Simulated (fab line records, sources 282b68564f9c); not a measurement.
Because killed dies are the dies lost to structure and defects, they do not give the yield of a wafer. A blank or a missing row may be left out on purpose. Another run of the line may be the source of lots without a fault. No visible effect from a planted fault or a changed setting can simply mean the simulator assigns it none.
fab line records -- flow rit-cmos
record lots=7, wafers=21, last-day=7
route steps=202 shown SDANNEAL@153 PSD@157 NSD@158 PLDD@159 NLDD@160 SILICIDE@161 M1@202
lots that met no fault: taken from a fault-free run of the same line
start-h: hours from the record's first day to the start of the lot's first wafer shown -- wait-h: hours elapsed since this lot's preceding step -- " repeats the value in the row above -- L1.1+2: one row covering several wafers at once -- - either no value or no given start -- * or withheld: withheld -- < > ~ a bound
route shown NAME@n: NAME is a module with steps in the file, n the number in the route of the first one -- usual: mean/standard deviation of fault-free wafers -- same: alike in all rows -- chamber/n: place in a boat -- sites: per-site readings -- _std_site: the values' standard deviation -- _edge_site: the outer-site mean with the inner-site mean subtracted -- radius-mm: for every site, how far away it sits from the centre of the wafer -- mask NAME#n: copy n -- behind: the last tool/chamber to shape the wafer -- hold: why the lot went on hold/how many hours it stayed there/how the hold came to an end -- device: the n, p or np transistor that did not switch -- end of line: tests run on the same wafers once the route is complete -- a step without rows: its recipe alone -- killed: the dies lost at the first sort to structure and to defects; this is not the yield of the wafer -- map: the dies of a wafer, with x for killed, . for not killed, _ for no die there
set.NAME: the run value of the setting; set.NAME@STEP: its run value at that earlier step -- model.NAME: the simulator's own value behind a step, which no gauge read
lots at some steps of the route; a table a step, a row a wafer
services: when a tool's chamber went out of use (start-h, in hours from the record's first day, below 0 if earlier), for how many hours, and the reason
## steps
# step RIT_SDANNEAL_CLEAN_00
# recipe chemistry=SC1, mix=3:3:50, time-s=600, temp-c=75
# step RIT_SDANNEAL_CLEAN_01
# recipe chemistry=dHF, dilution=50:1, time-s=30
# step RIT_SDANNEAL_CLEAN_02
# recipe chemistry=SC2, mix=3:3:50, time-s=590, temp-c=75, dry=n2-spin
# step RIT_SDANNEAL_RTA_03
# recipe temp-c=1050, time-s=5, idle-temp-c=600, ramp-up-c-per-s=342, ramp-down-c-per-s=171, cool-to-c=600, ambient=N2
# usual chamber-o2-ppm=2.002/0.023, wafer_temp_C_max=1053.6/1.1
lot.wafer,tool,chamber,start-h,wait-h,chamber-o2-ppm,wafer_temp_C_max
L296.1,rtp-anneal-01,0,51.67,0.0,1.994,1052.9
L296.3,rtp-anneal-01,0,51.67,0.0,1.967,1053.3
L296.4,rtp-anneal-01,0,51.67,0.0,1.973,1055.7
L303.1,rtp-anneal-02,0,88.87,0.0,1.978,1052.7
L303.2,rtp-anneal-02,0,88.87,0.0,2.007,1054.4
L303.4,rtp-anneal-02,0,88.87,0.0,1.967,1054.1
L305.2,rtp-anneal-02,0,97.86,0.0,1.946,1051.3
L305.3,rtp-anneal-02,0,97.86,0.0,1.976,1054.2
L305.4,rtp-anneal-02,0,97.86,0.0,1.973,1052.6
L307.1,rtp-anneal-02,0,110.71,0.0,1.990,1054.7
L307.2,rtp-anneal-02,0,110.71,0.0,1.978,1054.9
L307.6,rtp-anneal-02,0,110.71,0.0,1.982,1053.6
L308.1,rtp-anneal-01,0,116.18,0.0,2.026,1053.1
L308.3,rtp-anneal-01,0,116.18,0.0,2.020,1054.0
L308.4,rtp-anneal-01,0,116.18,0.0,2.019,1054.6
L310.1,rtp-anneal-01,0,125.31,0.0,1.993,1055.8
L310.4,rtp-anneal-01,0,125.31,0.0,2.003,1052.2
L310.5,rtp-anneal-01,0,125.31,0.0,2.000,1053.8
L319.1,rtp-anneal-02,0,166.14,0.0,1.946,1053.7
L319.2,rtp-anneal-02,0,166.14,0.0,1.954,1055.4
L319.3,rtp-anneal-02,0,166.14,0.0,1.962,1053.5
# step RIT_SDANNEAL_RS_MEAS_04
# recipe thk-meas-gauge=four-point-probe
# usual PSD_RS=114.98/0.29
lot.wafer,tool,chamber,start-h,wait-h,PSD_RS[ohm/sq]
L296.1,film-metro-01,-,51.72,0.0,114.88
L296.3,film-metro-01,-,51.72,0.0,114.95
L296.4,film-metro-01,-,51.72,0.0,114.88
L303.1,film-metro-03,-,88.93,0.0,114.74
L303.2,film-metro-03,-,88.93,0.0,114.87
L303.4,film-metro-03,-,88.93,0.0,114.78
L305.2,film-metro-02,-,97.93,0.1,115.03
L305.3,film-metro-02,-,97.93,0.1,114.78
L305.4,film-metro-02,-,97.93,0.1,114.87
L307.1,film-metro-01,-,110.77,0.0,114.87
L307.2,film-metro-01,-,110.77,0.0,114.70
L307.6,film-metro-01,-,110.77,0.0,115.03
L308.1,film-metro-01,-,116.23,0.0,115.32
L308.3,film-metro-01,-,116.23,0.0,114.95
L308.4,film-metro-01,-,116.23,0.0,115.27
L310.1,film-metro-01,-,125.37,0.0,114.73
L310.4,film-metro-01,-,125.37,0.0,115.21
L310.5,film-metro-01,-,125.37,0.0,115.05
L319.1,film-metro-03,-,166.20,0.0,114.74
L319.2,film-metro-03,-,166.20,0.0,115.19
L319.3,film-metro-03,-,166.20,0.0,114.82
# step RIT_SDANNEAL_RS_MEAS_05
# recipe thk-meas-gauge=four-point-probe
# usual NSD_RS=84.65/0.28
lot.wafer,tool,chamber,start-h,wait-h,NSD_RS[ohm/sq]
L296.1,film-metro-01,-,51.84,0.1,84.93
L296.3,film-metro-01,-,51.84,0.1,85.07
L296.4,film-metro-01,-,51.84,0.1,85.21
L303.1,film-metro-03,-,89.05,0.1,84.52
L303.2,film-metro-03,-,89.05,0.1,84.34
L303.4,film-metro-03,-,89.05,0.1,84.54
L305.2,film-metro-02,-,98.05,0.1,84.63
L305.3,film-metro-02,-,98.05,0.1,84.66
L305.4,film-metro-02,-,98.05,0.1,84.55
L307.1,film-metro-01,-,110.89,0.1,85.16
L307.2,film-metro-01,-,110.89,0.1,84.91
L307.6,film-metro-01,-,110.89,0.1,84.86
L308.1,film-metro-01,-,116.35,0.1,85.35
L308.3,film-metro-01,-,116.35,0.1,84.86
L308.4,film-metro-01,-,116.35,0.1,85.10
L310.1,film-metro-01,-,125.49,0.1,84.22
L310.4,film-metro-01,-,125.49,0.1,84.70
L310.5,film-metro-01,-,125.49,0.1,84.41
L319.1,film-metro-03,-,166.32,0.1,84.50
L319.2,film-metro-03,-,166.32,0.1,84.86
L319.3,film-metro-03,-,166.32,0.1,84.57
# step RIT_SDANNEAL_RS_MEAS_06
# recipe thk-meas-gauge=four-point-probe
# usual PLDD_RS=178.5/0.53
lot.wafer,tool,chamber,start-h,wait-h,PLDD_RS[ohm/sq]
L296.1,film-metro-01,-,51.96,0.1,179.0
L296.3,film-metro-01,-,51.96,0.1,178.8
L296.4,film-metro-01,-,51.96,0.1,179.8
L303.1,film-metro-03,-,89.17,0.1,176.7
L303.2,film-metro-03,-,89.17,0.1,177.8
L303.4,film-metro-03,-,89.17,0.1,177.3
L305.2,film-metro-02,-,98.17,0.1,178.6
L305.3,film-metro-02,-,98.17,0.1,178.2
L305.4,film-metro-02,-,98.17,0.1,178.6
L307.1,film-metro-01,-,111.01,0.1,177.7
L307.2,film-metro-01,-,111.01,0.1,177.9
L307.6,film-metro-01,-,111.01,0.1,177.4
L308.1,film-metro-01,-,116.47,0.1,178.7
L308.3,film-metro-01,-,116.47,0.1,178.8
L308.4,film-metro-01,-,116.47,0.1,179.6
L310.1,film-metro-01,-,125.61,0.1,178.5
L310.4,film-metro-01,-,125.61,0.1,178.7
L310.5,film-metro-01,-,125.61,0.1,178.3
L319.1,film-metro-03,-,166.44,0.1,178.1
L319.2,film-metro-03,-,166.44,0.1,178.2
L319.3,film-metro-03,-,166.44,0.1,178.0
# step RIT_SDANNEAL_RS_MEAS_07
# recipe thk-meas-gauge=four-point-probe
# usual NLDD_RS=151.6/0.4
lot.wafer,tool,chamber,start-h,wait-h,NLDD_RS[ohm/sq]
L296.1,film-metro-01,-,52.08,0.1,151.3
L296.3,film-metro-01,-,52.08,0.1,151.4
L296.4,film-metro-01,-,52.08,0.1,151.9
L303.1,film-metro-03,-,89.29,0.1,151.7
L303.2,film-metro-03,-,89.29,0.1,151.0
L303.4,film-metro-03,-,89.29,0.1,151.6
L305.2,film-metro-02,-,98.29,0.1,151.0
L305.3,film-metro-02,-,98.29,0.1,151.6
L305.4,film-metro-02,-,98.29,0.1,151.5
L307.1,film-metro-01,-,111.13,0.1,151.2
L307.2,film-metro-01,-,111.13,0.1,151.5
L307.6,film-metro-01,-,111.13,0.1,151.5
L308.1,film-metro-01,-,116.59,0.1,151.4
L308.3,film-metro-01,-,116.59,0.1,152.0
L308.4,film-metro-01,-,116.59,0.1,151.8
L310.1,film-metro-01,-,125.73,0.1,151.7
L310.4,film-metro-01,-,125.73,0.1,151.7
L310.5,film-metro-01,-,125.73,0.1,151.9
L319.1,film-metro-03,-,166.56,0.1,152.0
L319.2,film-metro-03,-,166.56,0.1,151.4
L319.3,film-metro-03,-,166.56,0.1,151.3
# step RIT_SILICIDE_WET_ETCH_00
# recipe chemistry=BOE, target=SiO2, target-depth-nm=14, time-s=15, dry=n2-spin, dilution=10:1, temp-c=21.5
# step RIT_SILICIDE_SPUTTER_01
# recipe material=Ti, target-thk-nm=30, power-w=350, chamber-pressure-pa=0.667, gas=Ar, time-s=240, substrate-temp-c=25
# usual throttle-valve-pct=30.2/0.92
lot.wafer,tool,chamber,start-h,wait-h,throttle-valve-pct
L296.1,pvd-sputter-04,-,52.22,0.0,31.0
L296.3,pvd-sputter-04,-,52.22,0.0,29.7
L296.4,pvd-sputter-04,-,52.22,0.0,29.1
L303.1,pvd-sputter-04,-,89.42,0.0,29.3
L303.2,pvd-sputter-04,-,89.42,0.0,31.2
L303.4,pvd-sputter-04,-,89.42,0.0,29.7
L305.2,pvd-sputter-04,-,98.40,0.0,29.6
L305.3,pvd-sputter-04,-,98.40,0.0,31.0
L305.4,pvd-sputter-04,-,98.40,0.0,29.5
L307.1,pvd-sputter-03,-,111.26,0.0,29.6
L307.2,pvd-sputter-03,-,111.26,0.0,30.3
L307.6,pvd-sputter-03,-,111.26,0.0,32.0
L308.1,pvd-sputter-01,-,116.73,0.0,29.3
L308.3,pvd-sputter-01,-,116.73,0.0,29.2
L308.4,pvd-sputter-01,-,116.73,0.0,31.5
L310.1,pvd-sputter-01,-,125.86,0.0,29.4
L310.4,pvd-sputter-01,-,125.86,0.0,29.4
L310.5,pvd-sputter-01,-,125.86,0.0,31.3
L319.1,pvd-sputter-04,-,166.70,0.0,29.4
L319.2,pvd-sputter-04,-,166.70,0.0,29.5
L319.3,pvd-sputter-04,-,166.70,0.0,29.5
# step RIT_SILICIDE_RS_MEAS_02
# recipe thk-meas-gauge=four-point-probe, reads=Ti_of_SILICIDE_SPUTTER_01
# usual SILICIDE_TI_RS=48.3/0.9
lot.wafer,tool,chamber,start-h,wait-h,SILICIDE_TI_RS[ohm/sq]
L296.1,film-metro-04,-,52.37,0.1,47.9
L296.3,film-metro-04,-,52.37,0.1,46.2
L296.4,film-metro-04,-,52.37,0.1,47.1
L303.1,film-metro-04,-,89.57,0.1,47.7
L303.2,film-metro-04,-,89.57,0.1,47.1
L303.4,film-metro-04,-,89.57,0.1,48.3
L305.2,film-metro-03,-,98.57,0.1,48.0
L305.3,film-metro-03,-,98.57,0.1,48.9
L305.4,film-metro-03,-,98.57,0.1,49.1
L307.1,film-metro-04,-,111.41,0.1,49.0
L307.2,film-metro-04,-,111.41,0.1,48.0
L307.6,film-metro-04,-,111.41,0.1,50.1
L308.1,film-metro-04,-,116.88,0.1,48.3
L308.3,film-metro-04,-,116.88,0.1,49.3
L308.4,film-metro-04,-,116.88,0.1,48.4
L310.1,film-metro-03,-,126.01,0.1,48.7
L310.4,film-metro-03,-,126.01,0.1,47.9
L310.5,film-metro-03,-,126.01,0.1,48.6
L319.1,film-metro-04,-,166.85,0.1,47.3
L319.2,film-metro-04,-,166.85,0.1,47.8
L319.3,film-metro-04,-,166.85,0.1,46.8
# step RIT_SILICIDE_THK_MEAS_03
# recipe thk-meas-gauge=xrf, reads=Ti_of_SILICIDE_SPUTTER_01
# usual SILICIDE_TI_THK=29.8/0.47
lot.wafer,tool,chamber,start-h,wait-h,SILICIDE_TI_THK[nm]
L296.1,film-metro-04,-,52.49,0.1,29.9
L296.3,film-metro-04,-,52.49,0.1,30.5
L296.4,film-metro-04,-,52.49,0.1,30.2
L303.1,film-metro-04,-,89.69,0.1,30.2
L303.2,film-metro-04,-,89.69,0.1,30.4
L303.4,film-metro-04,-,89.69,0.1,29.7
L305.2,film-metro-03,-,98.68,0.1,29.9
L305.3,film-metro-03,-,98.68,0.1,29.4
L305.4,film-metro-03,-,98.68,0.1,29.3
L307.1,film-metro-04,-,111.53,0.1,29.3
L307.2,film-metro-04,-,111.53,0.1,29.8
L307.6,film-metro-04,-,111.53,0.1,28.8
L308.1,film-metro-04,-,117.00,0.1,29.6
L308.3,film-metro-04,-,117.00,0.1,29.2
L308.4,film-metro-04,-,117.00,0.1,29.7
L310.1,film-metro-03,-,126.13,0.1,29.7
L310.4,film-metro-03,-,126.13,0.1,30.1
L310.5,film-metro-03,-,126.13,0.1,29.6
L319.1,film-metro-04,-,166.97,0.1,30.6
L319.2,film-metro-04,-,166.97,0.1,30.3
L319.3,film-metro-04,-,166.97,0.1,30.7
# step RIT_SILICIDE_RTA_04
# recipe temp-c=650, time-s=10, idle-temp-c=25, ramp-up-s=5, ramp-down-s=5, cool-to-c=25, ambient=N2
# usual chamber-o2-ppm=2.005/0.021, wafer_temp_C_max=653.5/0.81
lot.wafer,tool,chamber,start-h,wait-h,chamber-o2-ppm,wafer_temp_C_max
L296.1,rtp-anneal-02,0,52.55,0.1,2.003,653.8
L296.3,rtp-anneal-02,0,52.55,0.1,1.986,654.1
L296.4,rtp-anneal-02,0,52.55,0.1,2.008,653.8
L303.1,rtp-anneal-01,0,89.75,0.1,62.020,652.8
L303.2,rtp-anneal-01,0,89.75,0.1,62.035,653.0
L303.4,rtp-anneal-01,0,89.75,0.1,62.024,654.2
L305.2,rtp-anneal-01,0,98.74,0.1,61.994,651.9
L305.3,rtp-anneal-01,0,98.74,0.1,62.015,651.8
L305.4,rtp-anneal-01,0,98.74,0.1,61.977,653.0
L307.1,rtp-anneal-01,0,111.59,0.1,62.007,652.9
L307.2,rtp-anneal-01,0,111.59,0.1,62.015,652.9
L307.6,rtp-anneal-01,0,111.59,0.1,62.001,652.9
L308.1,rtp-anneal-02,0,117.06,0.1,2.013,653.5
L308.3,rtp-anneal-02,0,117.06,0.1,2.042,653.8
L308.4,rtp-anneal-02,0,117.06,0.1,1.997,654.0
L310.1,rtp-anneal-02,0,126.19,0.1,1.998,653.5
L310.4,rtp-anneal-02,0,126.19,0.1,2.008,653.5
L310.5,rtp-anneal-02,0,126.19,0.1,2.000,653.3
L319.1,rtp-anneal-01,0,167.03,0.1,2.014,653.3
L319.2,rtp-anneal-01,0,167.03,0.1,2.002,652.8
L319.3,rtp-anneal-01,0,167.03,0.1,2.036,652.8
# step RIT_SILICIDE_WET_ETCH_05
# recipe chemistry=SPM, target=Ti, temp-c=90, time-s=120, dry=n2-spin
# step RIT_M1_PROBE_99
# usual killed-at-front-end=7.2/2.5, killed-dies=7.3/2.5, killed-open=3.8/1.9, killed-short=3.5/1.8
# same gross-dies=264, killed_at_M0_to_M3=0, killed_at_M4_up=0, killed-at-back-side=0, killed-at-contacts=0, killed-at-other=0
lot.wafer,tool,chamber,start-h,wait-h,killed-at-front-end,killed-dies,killed-open,killed-short,model.etest.npoly-line.line-ohm-um,model.etest.ppoly-line.line-ohm-um,model.etest.npoly-line.rs-ohm-sq,model.etest.ppoly-line.rs-ohm-sq,model.etest.npoly-sal.rs-ohm-sq,model.etest.ppoly-sal.rs-ohm-sq,model.etest.pplus-sal.rs-ohm-sq,model.etest.nplus-sal.rs-ohm-sq
L296.1,prober-02,-,59.38,0.1,10,10,6,4,173.4,167.9,17.1,16.63,4.369,4.325,4.308,4.317
L296.3,prober-02,-,59.48,0.2,8,8,3,5,169.1,163.1,16.68,16.16,4.268,4.226,4.236,4.22
L296.4,prober-02,-,59.53,0.2,4,4,2,2,168.8,165.2,16.71,16.33,4.263,4.242,4.237,4.25
L303.1,prober-02,-,96.18,0.1,8,8,5,3,274.2,252.9,27.47,26.4,5.097,5.029,5.038,5.004
L303.2,prober-02,-,96.23,0.1,6,6,3,3,271.5,255.7,27.49,26.26,5.048,5.014,4.972,4.987
L303.4,prober-02,-,96.33,0.2,3,3,1,1,267.4,253.5,27.58,26.44,5.104,5.029,5.036,5.065
L305.2,prober-02,-,105.52,0.1,3,3,3,0,263.7,254.1,27.65,26.11,5.167,5.137,5.092,5.051
L305.3,prober-02,-,105.57,0.2,10,10,5,5,264.5,252.8,27.69,26.53,5.222,5.156,5.111,5.116
L305.4,prober-02,-,105.62,0.2,7,7,4,3,266.3,254.6,27.8,26.73,5.165,5.143,5.122,5.057
L307.1,prober-01,-,118.15,0.1,5,5,4,1,268.2,254.5,27.6,26.47,5.133,5.106,5.067,5.068
L307.2,prober-01,-,118.20,0.1,10,10,7,3,267.1,257.8,27.63,26.09,5.037,5.027,5.027,5.003
L307.6,prober-01,-,118.40,0.2,10,10,6,4,269.1,256.4,28.25,26.98,5.21,5.199,5.194,5.147
L308.1,prober-02,-,123.70,0.1,9,9,6,3,164.4,160.9,17.05,16.67,4.397,4.387,4.362,4.366
L308.3,prober-02,-,123.80,0.2,6,6,4,2,169.6,160.5,17.25,16.7,4.464,4.411,4.43,4.419
L308.4,prober-02,-,123.85,0.2,5,5,2,3,167.2,161,17.05,16.41,4.383,4.345,4.34,4.338
L310.1,prober-02,-,132.96,0.1,7,7,2,5,163.4,156.8,17.14,16.79,4.419,4.378,4.37,4.328
L310.4,prober-02,-,133.11,0.2,9,9,4,5,163,154.7,16.77,16.3,4.362,4.323,4.311,4.295
L310.5,prober-02,-,133.16,0.2,6,6,4,2,161.7,159.2,17.09,16.55,4.381,4.373,4.379,4.333
L319.1,prober-01,-,173.80,0.1,4,4,3,1,158.4,151.8,16.89,16.29,4.295,4.273,4.299,4.287
L319.2,prober-01,-,173.85,0.1,12,12,7,5,161.6,156.3,16.91,16.49,4.349,4.288,4.275,4.293
L319.3,prober-01,-,173.90,0.2,12,12,3,9,159.8,154.2,16.69,16.24,4.268,4.197,4.195,4.224
# killed by level:class
L296.1 GATE:geometric-particle:open=3 FOX1:geometric-particle:open=2 FOX1:geometric-particle:short=1 GATE:geometric-particle:short=1 SPACER:geometric-particle:short=1 SILICIDE:geometric-particle:short=1 SILICIDE:geometric-particle:open=1
L296.3 FOX1:geometric-particle:short=2 REOX:geometric-particle:open=2 GATE:geometric-particle:short=1 GATE:geometric-particle:open=1 REOX:geometric-particle:short=1 SILICIDE:geometric-particle:short=1
L296.4 GATE:geometric-particle:open=1 GATE:geometric-particle:short=1 SILICIDE:geometric-particle:short=1 SILICIDE:geometric-particle:open=1
L303.1 SILICIDE:geometric-particle:open=5 FOX2:geometric-particle:short=1 SPACER:geometric-particle:short=1 SILICIDE:geometric-particle:short=1
L303.2 FOX1:geometric-particle:open=2 GATE:geometric-particle:short=2 SPACER:geometric-particle:short=1 SILICIDE:geometric-particle:open=1
L303.4 FOX1:geometric-particle:open=1 SILICIDE:geometric-particle:short=1 GATE:coat-microbubble-printed=1
L305.2 FOX1:geometric-particle:open=1 GATE:geometric-particle:open=1 REOX:geometric-particle:open=1
L305.3 FOX1:geometric-particle:open=2 GATE:geometric-particle:short=2 ACTIVE:geometric-particle:short=1 FOX2:geometric-particle:short=1 FOX2:geometric-particle:open=1 SPACER:geometric-particle:open=1 SILICIDE:geometric-particle:open=1 SILICIDE:geometric-particle:short=1
L305.4 GATE:geometric-particle:open=3 FOX1:geometric-particle:short=1 FOX2:geometric-particle:open=1 GATE:geometric-particle:short=1 REOX:geometric-particle:short=1
L307.1 GATE:geometric-particle:open=2 FOX1:geometric-particle:open=1 FOX2:geometric-particle:open=1 GATE:geometric-particle:short=1
L307.2 FOX1:geometric-particle:open=2 REOX:geometric-particle:short=2 SILICIDE:geometric-particle:open=2 FOX2:geometric-particle:open=1 GATE:geometric-particle:open=1 GATE:geometric-particle:short=1 REOX:geometric-particle:open=1
L307.6 GATE:geometric-particle:open=4 SILICIDE:geometric-particle:short=2 FOX1:geometric-particle:open=1 FOX1:geometric-particle:short=1 REOX:geometric-particle:short=1 SILICIDE:geometric-particle:open=1
L308.1 GATE:geometric-particle:short=3 FOX2:geometric-particle:open=2 GATE:geometric-particle:open=2 SILICIDE:geometric-particle:open=2
L308.3 REOX:geometric-particle:short=2 GATE:geometric-particle:open=1 REOX:geometric-particle:open=1 SPACER:geometric-particle:open=1 SILICIDE:geometric-particle:open=1
L308.4 GATE:geometric-particle:short=2 GATE:geometric-particle:open=1 REOX:geometric-particle:short=1 SPACER:geometric-particle:open=1
L310.1 SILICIDE:geometric-particle:short=3 FOX1:geometric-particle:open=1 FOX2:geometric-particle:short=1 GATE:geometric-particle:short=1 GATE:geometric-particle:open=1
L310.4 REOX:geometric-particle:short=3 SPACER:geometric-particle:short=2 GATE:geometric-particle:open=2 FOX1:geometric-particle:open=1 SPACER:geometric-particle:open=1
L310.5 REOX:geometric-particle:open=2 FOX2:geometric-particle:open=1 GATE:geometric-particle:short=1 REOX:geometric-particle:short=1 SPACER:geometric-particle:open=1
L319.1 SPACER:geometric-particle:open=2 FOX2:geometric-particle:short=1 SILICIDE:geometric-particle:open=1
L319.2 SPACER:geometric-particle:open=3 GATE:geometric-particle:short=2 SPACER:geometric-particle:short=2 FOX1:geometric-particle:open=1 FOX1:geometric-particle:short=1 FOX2:geometric-particle:open=1 GATE:geometric-particle:open=1 REOX:geometric-particle:open=1
L319.3 GATE:geometric-particle:short=3 REOX:geometric-particle:short=2 SILICIDE:geometric-particle:short=2 FOX1:geometric-particle:short=1 GATE:geometric-particle:open=1 REOX:geometric-particle:open=1 SPACER:geometric-particle:open=1 SPACER:geometric-particle:short=1
## services
tool,chamber,start-h,hours,kind
pvd-sputter-03,-,47.64,9.1,repair
pvd-sputter-01,-,66.86,2.0,repair
pvd-sputter-03,-,163.70,2.1,repair
## key
first-sign step=RIT_SILICIDE_RTA_04, reading=chamber-o2-ppm, direction=up, sigmas=99+, usual=2.005, struck=62.010
effect none on later readings
model-effect step=RIT_M1_PROBE_99, value=etest.npoly-line.line-ohm-um, without=167, struck=268
met-at RIT_SILICIDE_RTA_04
struck-wafers L303.1,L303.2,L303.4,L305.2,L305.3,L305.4,L307.1,L307.2,L307.6
tester-left-out L303,L305,L307
fault kind=process-parameter-drift, tool=rtp-anneal-01, chamber=-, onset-h=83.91, steps=RIT_SILICIDE_RTA_04, channel=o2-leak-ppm, offset=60, shape=step, end-h=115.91
# tester-left-out: of these lots the tester's yield and bins aren't shown, on N5 and GAA mostly nor the transistor test; their killed dies are dies lost to structure and defects alone, not to doping, threshold or leakage, so they don't give the yield
